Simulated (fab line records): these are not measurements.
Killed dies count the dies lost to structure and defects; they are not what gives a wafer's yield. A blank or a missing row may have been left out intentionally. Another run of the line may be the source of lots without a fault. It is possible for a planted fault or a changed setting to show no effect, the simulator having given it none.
8D (eight disciplines) problem report, filled in by code    flow berkeley-cmos170    the parts of the form that need people (team, actions taken, sign-off) are left out

1. THE PROBLEM
Mean of developer-temp-C at UCB170_NLDD_DEVELOP_05: 23.16 C across 6 wafers in 2 lots; on wafers with no fault it is 21.04 C (standard deviation 0.11). Measured from the usual mean, that is +19 standard deviations.
The step: develop time 45 s.
First observed at day 9 00:00: wafer L803.1, on litho-track-04. Wafers with a number at this step in the record: 42, from 14 lots. The rule behind "out" and "out of limits": a value lying over 4 standard deviations away from the usual mean. The rest of the wafers with a number are treated as sound.

2. WHAT IT IS, AND WHAT IT ISN'T
question                     is                      is not
which readings at this step  developer-temp-C        -
which lots                   L802, L803              L790, L792, L793, L794, L799, L804, L805, L806, L808, L809, L810, L811
which wafers of those lots   all that have a number  -
read on which tools          litho-track-04          litho-track-01, litho-track-02
when                         from day 9 00:00        up to then (18 sound wafers); but 18 sound wafers of L805, L806, L808, L809, L810, L811 came after

3. SUSPECTS, AND WHAT RULES EACH OUT
Counting: a tool stays on the suspect list if, at a process step up to the reading, it processed all lots that are out and no sound lot following the first of them.
- litho-track-04 at UCB170_NLDD_DEVELOP_05 (develop time 45 s): kept. It processed each lot that is out, first L803 at day 9 00:00, and no sound lot thereafter; up to then, the last sound lot it processed was L792 at day 7 01:00. Its own developer-temp-C readings are out on those wafers.
The count leaves litho-track-04 at UCB170_NLDD_DEVELOP_05.

4. THE CAUSE (what the simulator had put in)
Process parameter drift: litho-track-04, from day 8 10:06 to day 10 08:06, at UCB170_NLDD_DEVELOP_05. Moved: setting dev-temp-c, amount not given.
Counting left only this tool.

5. THE CHAIN OF EFFECTS, in route order
One row per reading whose mean, taken over the struck wafers that have a number, lies over 3 standard deviations from the usual. Readings are gone through only where the record gives a usual standard deviation; hours: the median, over the lots, of the time from a lot's start at the first step in this table giving one to that lot's start at this step; sigmas: the change measured in usual standard deviations.
hours  step                    reading           usual    on struck wafers  change  sigmas
0      UCB170_NLDD_DEVELOP_05  developer-temp-C  21.04 C  23.16             +2.12   +19
Its process steps:
- UCB170_NLDD_DEVELOP_05: develop time 45 s.

6. HOW IT WOULD HAVE BEEN CAUGHT EARLIER
The fault began at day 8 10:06; the first out-of-limits reading in this record came at day 9 00:00, 14 hours later.
